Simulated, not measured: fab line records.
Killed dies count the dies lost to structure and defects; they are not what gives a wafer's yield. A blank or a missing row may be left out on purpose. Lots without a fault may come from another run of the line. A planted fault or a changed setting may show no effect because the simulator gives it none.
fab line records	flow rit-cmos
[record] lots = 6	wafers = 18	last-day = 7
route steps=202 shown ACTIVE@8 FOX1@20 M1@202
lots that met no fault: taken from a fault-free run of the same line
start-h: hours from the record's opening day to when the first of the lot's shown wafers began	wait-h: how many hours have passed since the lot's step before this one	" unchanged from the row above	L1.1+2: one row covering several wafers at once	- no value present, or no start provided	* or withheld: withheld	< > ~ a bound
route shown NAME@n: a module of which the file shows steps, and the number in the route of the first	usual: mean/standard deviation taken from wafers without a fault	same: alike in all rows	chamber/n: place in a boat	sites: per-site readings	_std_site: standard deviation of those values	_edge_site: outer sites' mean less inner sites'	radius-mm: how far each site lies from the wafer's centre	mask NAME#n: copy n	behind: the last tool/chamber to shape the wafer	hold: cause of the lot's hold/its duration in hours/its outcome	device: which transistor (n, p or np) failed to switch	end of line: tests run on the same wafers once the route is complete	for a step that has no rows: nothing shown but its recipe	killed: dies that structure and defects cost at the first sort, which is not the same as the wafer's yield	map: the dies of a wafer, with x for killed, . for not killed, _ for no die there
set.NAME: the setting that was run; set.NAME@STEP: the one run at that earlier step	model.NAME: the simulator's own value behind a step, which no gauge read
lots at some steps of the route; a table a step, a row a wafer
services: a tool's chamber out of use, with start hour (start-h, from the record's first day; less than 0 if before it), hours out, and reason
[[steps]]
[step RIT_ACTIVE_SOFTBAKE_07]
[recipe] resist = NOVOLAK	temp-c = 90	time-s = 58.26
[step RIT_ACTIVE_EXPOSE_08]
[recipe] mask-id = M1	na = 0.6	source-shape = conventional	sigma-outer = 0.6	target-cd-nm = 1400	dose-mj = 225
[step RIT_ACTIVE_PEB_09]
[recipe] resist = NOVOLAK	temp-c = withheld	time-s = withheld
[step RIT_ACTIVE_DEVELOP_10]
[recipe] resist = NOVOLAK	develop-time-s = 50	dev-temp-c = 23
[step RIT_ACTIVE_CD_MEAS_11]
[recipe] target-cd-nm = 1400
[usual] cd-nm = 1399.7/2.3
lot.wafer	tool	chamber	start-h	wait-h	cd-nm
L110.2	cd-sem-01	-	15.91	-	1399.0
L110.4	"	-	"	"	1401.9
L110.6	"	-	"	"	1401.6
L112.1	cd-sem-01	-	24.45	-	1398.5
L112.4	"	-	"	"	1397.0
L112.6	"	-	"	"	1396.1
L118.2	cd-sem-02	-	54.46	-	1401.0
L118.3	"	-	"	"	1401.9
L118.6	"	-	"	"	1402.5
L121.1	cd-sem-02	-	69.44	-	1399.3
L121.2	"	-	"	"	1398.4
L121.4	"	-	"	"	1398.5
L128.4	cd-sem-02	-	107.78	-	1400.5
L128.5	"	-	"	"	1398.7
L128.6	"	-	"	"	1400.0
L131.2	cd-sem-02	-	119.58	-	1400.1
L131.3	"	-	"	"	1400.3
L131.6	"	-	"	"	1400.0
[step RIT_ACTIVE_HARDBAKE_12]
[recipe] resist = NOVOLAK	temp-c = 140	time-s = 60
[step RIT_ACTIVE_ETCH_13]
[recipe] stop-on = SiO2	chemistry = SF6	target = Si3N4	time-s = 210	over-etch-frac = 0.4	SF6_flow_sccm = 200	pressure-mtorr = 260	rf-w = 125	target-depth-a = 2100
[usual] drypump-motor-current-A = 5.7/0.46	oes-product-au = 0.825/0.014	throttle-valve-pct = 7.46/0.089
lot.wafer	tool	chamber	start-h	wait-h	drypump-motor-current-A	oes-product-au	rf-hours-counter-h	throttle-valve-pct
L110.2	rie-diel-02	2	16.16	0.1	5.3	0.843	55	7.50
L110.4	"	0	"	"	5.9	0.820	-	7.34
L110.6	"	2	"	"	5.3	0.858	-	7.48
L112.1	rie-diel-03	3	24.72	0.1	6.5	0.806	35	7.36
L112.4	"	2	"	"	6.1	0.825	55	7.60
L112.6	"	2	"	"	6.0	0.825	-	7.61
L118.2	rie-diel-04	1	54.71	0.1	5.7	0.831	157	7.37
L118.3	"	3	"	"	5.8	0.832	126	7.37
L118.6	"	0	"	"	6.1	0.821	-	7.41
L121.1	rie-diel-02	3	69.71	0.1	4.8	0.836	95	7.56
L121.2	"	0	"	"	5.9	0.808	101	7.34
L121.4	"	0	"	"	5.9	0.812	-	7.35
L128.4	rie-diel-02	0	107.99	0.1	5.9	0.806	102	7.34
L128.5	"	2	"	"	5.3	0.830	-	7.45
L128.6	"	3	"	"	4.8	0.819	-	7.56
L131.2	rie-diel-02	1	119.83	0.1	5.9	0.828	34	7.53
L131.3	"	0	"	"	5.9	0.808	102	7.33
L131.6	"	0	"	"	5.9	0.808	-	7.34
[step RIT_ACTIVE_STRIP_14]
[recipe] chemistry = O2	time-s = 180	resist = NOVOLAK	platen-temp-c = withheld	power-w = 500	pressure-mtorr = 4000	o2-flow-sccm = 4000
[usual] drypump-motor-current-A = 5.5/0.31
lot.wafer	tool	chamber	start-h	wait-h	drypump-motor-current-A	rf-hours-counter-h
L110.2	plasma-asher-01	0	16.30	0.1	4.8	22
L110.4	"	0	"	"	4.8	-
L110.6	"	1	"	"	5.9	-
L112.1	plasma-asher-01	0	24.85	0.1	4.8	23
L112.4	"	1	"	"	5.8	-
L112.6	"	1	"	"	5.9	-
L118.2	plasma-asher-02	1	54.84	0.1	5.7	42
L118.3	"	0	"	"	5.3	-
L118.6	"	1	"	"	5.7	-
L121.1	plasma-asher-02	0	69.84	0.1	5.3	43
L121.2	"	1	"	"	5.7	43
L121.4	"	1	"	"	5.7	-
L128.4	plasma-asher-02	0	108.18	0.1	5.3	-
L128.5	"	1	"	"	5.7	-
L128.6	"	0	"	"	5.3	-
L131.2	plasma-asher-01	0	119.97	0.1	4.8	32
L131.3	"	1	"	"	5.9	-
L131.6	"	1	"	"	5.9	-
[step RIT_ACTIVE_CD_MEAS_90]
[recipe] target-cd-nm = 1400
[usual] cd-nm = 1399.7/2.4
lot.wafer	tool	chamber	start-h	wait-h	cd-nm
L110.2	cd-sem-02	-	16.49	0.1	1398.8
L110.4	"	-	"	"	1402.4
L110.6	"	-	"	"	1401.7
L112.1	cd-sem-02	-	25.03	0.1	1398.3
L112.4	"	-	"	"	1396.9
L112.6	"	-	"	"	1395.8
L118.2	cd-sem-01	-	55.04	0.1	1401.6
L118.3	"	-	"	"	1401.8
L118.6	"	-	"	"	1402.6
L121.1	cd-sem-02	-	70.02	0.1	1399.4
L121.2	"	-	"	"	1398.8
L121.4	"	-	"	"	1398.8
L128.4	cd-sem-02	-	108.35	0.1	1401.0
L128.5	"	-	"	"	1399.1
L128.6	"	-	"	"	1399.7
L131.2	cd-sem-01	-	120.16	0.1	1400.5
L131.3	"	-	"	"	1400.5
L131.6	"	-	"	"	1400.2
[step RIT_ACTIVE_CLEAN_15]
[recipe] chemistry = SC1	mix = 3:3:50	time-s = 600	temp-c = 75
[step RIT_ACTIVE_CLEAN_16]
[recipe] chemistry = dHF	dilution = 50:1	time-s = 30
[step RIT_ACTIVE_CLEAN_17]
[recipe] chemistry = SC2	mix = 3:3:50	time-s = 600	temp-c = 75	dry = n2-spin
[step RIT_FOX1_OXIDATION_00]
[recipe] temp-c = 1100	ambient = H2O	target-thk-a = 3507	p-h2o-torr = 720	ox-time-s = 1130
[usual] spike-tc-centre-C = 1102.2/0.92	spike-tc-load-C = 1126.7/2.3	spike-tc-source-C = 1127.5/1.4	tube-center-temp-C = 1100/0.1	tube_center_temp_C_max = 1102.8/0.48	zone-power-source-pct = 43.7/0.7
lot.wafer	tool	chamber	start-h	wait-h	spike-tc-centre-C	spike-tc-load-C	spike-tc-source-C	tube-center-temp-C	tube_center_temp_C_max	zone-power-source-pct	model.SiO2_of_FOX1_OXIDATION_00.thk-nm
L110.2	furnace-01	0	18.30	1.2	1099.8	1128.9	1129.2	1100.1	1102.6	44.2	350
L110.4	"	0	"	"	1102.1	1129.3	1129.9	1099.9	1102.6	44.5	349.1
L110.6	"	0	"	"	1101.5	1128.3	1128.6	1099.9	1102.7	44.0	354.4
L112.1	furnace-02	0	25.74	0.0	1101.8	1126.0	1125.8	1100.2	1102.8	43.7	342.3
L112.4	"	0	"	"	1102.1	1125.0	1126.5	1100.1	1102.7	44.2	346.3
L112.6	"	0	"	"	1102.5	1125.3	1128.4	1100.2	1102.9	43.0	344.6
L118.2	furnace-01	0	57.11	1.6	1090.1	1117.9	1118.7	1088.1	1091.3	42.7	337.6
L118.3	"	0	"	"	1089.9	1118.1	1113.9	1088.1	1090.9	42.9	341.6
L118.6	"	0	"	"	1090.0	1117.2	1115.0	1088	1091.2	42.7	335.9
L121.1	furnace-01	0	72.29	1.8	1089.2	1115.9	1115.7	1087.9	1090.6	43.6	335.4
L121.2	"	0	"	"	1090.5	1117.9	1116.3	1088	1090.4	42.7	329.9
L121.4	"	0	"	"	1091.5	1117.7	1115.6	1088.1	1091.2	43.2	331.9
L128.4	furnace-04	0	108.78	0.0	1103.0	1128.8	1125.7	1100.2	1103.5	44.5	348.1
L128.5	"	0	"	"	1102.8	1129.7	1125.8	1099.9	1102.2	44.1	354.1
L128.6	"	0	"	"	1103.2	1129.4	1125.1	1099.9	1103.2	44.4	346.3
L131.2	furnace-02	0	120.63	0.0	1102.9	1124.0	1128.0	1100.1	1103.8	43.7	353
L131.3	"	0	"	"	1102.6	1123.7	1126.8	1100	1102.5	42.8	350.7
L131.6	"	0	"	"	1102.5	1125.8	1128.2	1099.9	1102.4	43.2	353.7
[step RIT_FOX1_THK_MEAS_01]
[recipe] reads = SiO2_of_FOX1_OXIDATION_00
[usual] FOX1_OXIDE_THK = 347/5.7
lot.wafer	tool	chamber	start-h	wait-h	FOX1_OXIDE_THK[nm]
L110.2	film-metro-01	-	19.62	0.0	350
L110.4	"	-	"	"	349
L110.6	"	-	"	"	354
L112.1	film-metro-01	-	27.05	0.0	342
L112.4	"	-	"	"	346
L112.6	"	-	"	"	345
L118.2	film-metro-04	-	58.44	0.0	338
L118.3	"	-	"	"	341
L118.6	"	-	"	"	336
L121.1	film-metro-04	-	73.61	0.0	336
L121.2	"	-	"	"	330
L121.4	"	-	"	"	332
L128.4	film-metro-02	-	110.13	0.0	348
L128.5	"	-	"	"	354
L128.6	"	-	"	"	346
L131.2	film-metro-04	-	121.95	0.0	353
L131.3	"	-	"	"	351
L131.6	"	-	"	"	354
[step RIT_M1_PROBE_99]
[usual] killed_at_M0_to_M3 = 0.0/0.12	killed-at-front-end = 7/3.2	killed-dies = 7/3.2	killed-open = 3.6/2.1	killed-short = 3.5/2.1
[same] gross-dies = 264	killed_at_M4_up = 0	killed-at-back-side = 0	killed-at-contacts = 0	killed-at-other = 0
lot.wafer	tool	chamber	start-h	wait-h	killed_at_M0_to_M3	killed-at-front-end	killed-dies	killed-open	killed-short	model.etest.poly-comb-over-steps.leak-log10-a-um
L110.2	prober-01	-	61.00	0.1	0	4	4	1	3	-12.29
L110.4	prober-01	-	61.10	0.2	0	5	5	3	2	-12.79
L110.6	prober-01	-	61.20	0.2	0	5	5	4	1	-12.97
L112.1	prober-01	-	73.67	0.1	0	11	11	9	2	-12.84
L112.4	prober-01	-	73.82	0.2	1	2	3	0	3	-12.93
L112.6	prober-01	-	73.92	0.2	0	12	12	5	6	-12.77
L118.2	prober-02	-	99.59	0.1	0	12	12	3	9	-12.85
L118.3	prober-02	-	99.64	0.2	0	11	11	8	3	-12.62
L118.6	prober-02	-	99.79	0.2	0	7	7	4	3	-12.78
L121.1	prober-01	-	115.69	0.1	0	12	12	7	5	-12.82
L121.2	prober-01	-	115.74	0.1	0	3	3	2	1	-12.81
L121.4	prober-01	-	115.84	0.2	0	6	6	4	2	-12.81
L128.4	prober-02	-	153.73	0.2	0	9	9	7	2	-12.72
L128.5	prober-02	-	153.78	0.2	0	4	4	4	0	-12.81
L128.6	prober-02	-	153.83	0.2	0	9	9	5	4	-12.83
L131.2	prober-01	-	162.17	0.1	0	7	7	2	5	-12.8
L131.3	prober-01	-	162.22	0.2	0	8	8	4	4	-12.79
L131.6	prober-01	-	162.37	0.2	0	7	7	4	3	-12.78
// killed by level:class
L110.2 GATE:geometric-particle:short=2 FOX2:geometric-particle:open=1 FOX2:geometric-particle:short=1
L110.4 SPACER:geometric-particle:short=2 FOX1:geometric-particle:open=1 FOX2:geometric-particle:open=1 REOX:geometric-particle:open=1
L110.6 GATE:geometric-particle:open=3 REOX:geometric-particle:short=1 REOX:geometric-particle:open=1
L112.1 REOX:geometric-particle:open=3 FOX1:geometric-particle:open=2 GATE:geometric-particle:open=2 FOX2:geometric-particle:open=1 GATE:geometric-particle:short=1 SPACER:geometric-particle:short=1 SILICIDE:geometric-particle:open=1
L112.4 GATE:geometric-particle:short=1 SPACER:geometric-particle:short=1 M1:geometric-particle:short=1
L112.6 GATE:geometric-particle:short=3 GATE:geometric-particle:open=3 REOX:geometric-particle:open=2 SILICIDE:geometric-particle:short=2 FOX2:geometric-particle:short=1 PLDD:coat-microbubble-printed=1
L118.2 SILICIDE:geometric-particle:short=4 REOX:geometric-particle:short=2 FOX1:geometric-particle:short=1 GATE:geometric-particle:open=1 GATE:geometric-particle:short=1 REOX:geometric-particle:open=1 SPACER:geometric-particle:short=1 SILICIDE:geometric-particle:open=1
L118.3 REOX:geometric-particle:open=3 SPACER:geometric-particle:open=3 GATE:geometric-particle:short=1 GATE:geometric-particle:open=1 SPACER:geometric-particle:short=1 SILICIDE:geometric-particle:short=1 SILICIDE:geometric-particle:open=1
L118.6 SPACER:geometric-particle:short=3 GATE:geometric-particle:open=1 REOX:geometric-particle:open=1 SPACER:geometric-particle:open=1 SILICIDE:geometric-particle:open=1
L121.1 FOX1:geometric-particle:open=4 FOX1:geometric-particle:short=3 REOX:geometric-particle:short=2 REOX:geometric-particle:open=1 SPACER:geometric-particle:open=1 SILICIDE:geometric-particle:open=1
L121.2 FOX1:geometric-particle:open=1 GATE:geometric-particle:open=1 SPACER:geometric-particle:short=1
L121.4 FOX1:geometric-particle:open=2 REOX:geometric-particle:short=2 SPACER:geometric-particle:open=1 SILICIDE:geometric-particle:open=1
L128.4 GATE:geometric-particle:open=3 SPACER:geometric-particle:open=3 GATE:geometric-particle:short=1 REOX:geometric-particle:open=1 SPACER:geometric-particle:short=1
L128.5 GATE:geometric-particle:open=2 SPACER:geometric-particle:open=1 SILICIDE:geometric-particle:open=1
L128.6 GATE:geometric-particle:open=3 REOX:geometric-particle:short=2 FOX1:geometric-particle:open=1 FOX2:geometric-particle:short=1 FOX2:geometric-particle:open=1 SPACER:geometric-particle:short=1
L131.2 FOX1:geometric-particle:short=3 GATE:geometric-particle:short=1 GATE:geometric-particle:open=1 SILICIDE:geometric-particle:open=1 SILICIDE:geometric-particle:short=1
L131.3 GATE:geometric-particle:open=4 SILICIDE:geometric-particle:short=2 GATE:geometric-particle:short=1 SPACER:geometric-particle:short=1
L131.6 GATE:geometric-particle:short=2 FOX1:geometric-particle:open=1 GATE:geometric-particle:open=1 REOX:geometric-particle:open=1 SPACER:geometric-particle:short=1 SILICIDE:geometric-particle:open=1
[[services]]
tool	chamber	start-h	hours	kind
furnace-02	-	-2.35	10.7	repair
rie-diel-02	3	-1.76	7.7	repair
furnace-04	-	2.97	2.7	pm
rie-diel-03	-	25.17	2.8	pm
rie-diel-02	-	40.32	0.2	repair
rie-diel-03	0	64.49	8.8	repair
rie-diel-02	2	65.04	6.8	repair
furnace-04	-	68.91	3.7	pm
plasma-asher-01	-	70.32	15.6	pm
rie-diel-03	1	70.39	5.8	repair
rie-diel-02	2	76.23	7.0	repair
rie-diel-03	3	98.50	4.9	repair
rie-diel-03	1	103.35	-	clean
rie-diel-03	1	103.35	17.5	scheduled-down
rie-diel-03	1	103.35	17.5	vent-cycle
rie-diel-04	1	105.26	-	clean
rie-diel-04	1	105.26	22.6	scheduled-down
rie-diel-04	1	105.26	22.6	vent-cycle
rie-diel-04	3	112.37	7.4	repair
[[key]]
[first-sign] step = RIT_FOX1_OXIDATION_00	reading = tube-center-temp-C	direction = down	sigmas = 99+	usual = *	struck = *
[effect] step = RIT_FOX1_OXIDATION_00	reading = tube_center_temp_C_max	direction = down	sigmas = 25	usual = *	struck = *
[effect] step = RIT_FOX1_THK_MEAS_01	reading = FOX1_OXIDE_THK	direction = down	sigmas = 2	usual = 347	struck = 335
[model-effect] step = RIT_FOX1_OXIDATION_00	value = SiO2_of_FOX1_OXIDATION_00.thk-nm	without = 355.2	struck = 335.4
[model-effect] step = RIT_M1_PROBE_99	value = etest.poly-comb-over-steps.leak-log10-a-um	without = -12.7	struck = -12.78
met-at RIT_FOX1_OXIDATION_00
struck-wafers L118.2,L118.3,L118.6,L121.1,L121.2,L121.4
tester-left-out L118,L121
onset-between 18.30 57.11
[fault] kind = process-parameter-drift	tool = furnace-01	chamber = -	onset-h = 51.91	steps = RIT_FOX1_OXIDATION_00	channel = temp-c	offset = *	shape = step	end-h = 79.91	acts-in = *	stated = *
// tester-left-out: of these lots the tester's yield and bins aren't shown, on N5 and GAA mostly nor the transistor test; their killed dies are dies lost to structure and defects alone, not to doping, threshold or leakage, so they don't give the yield
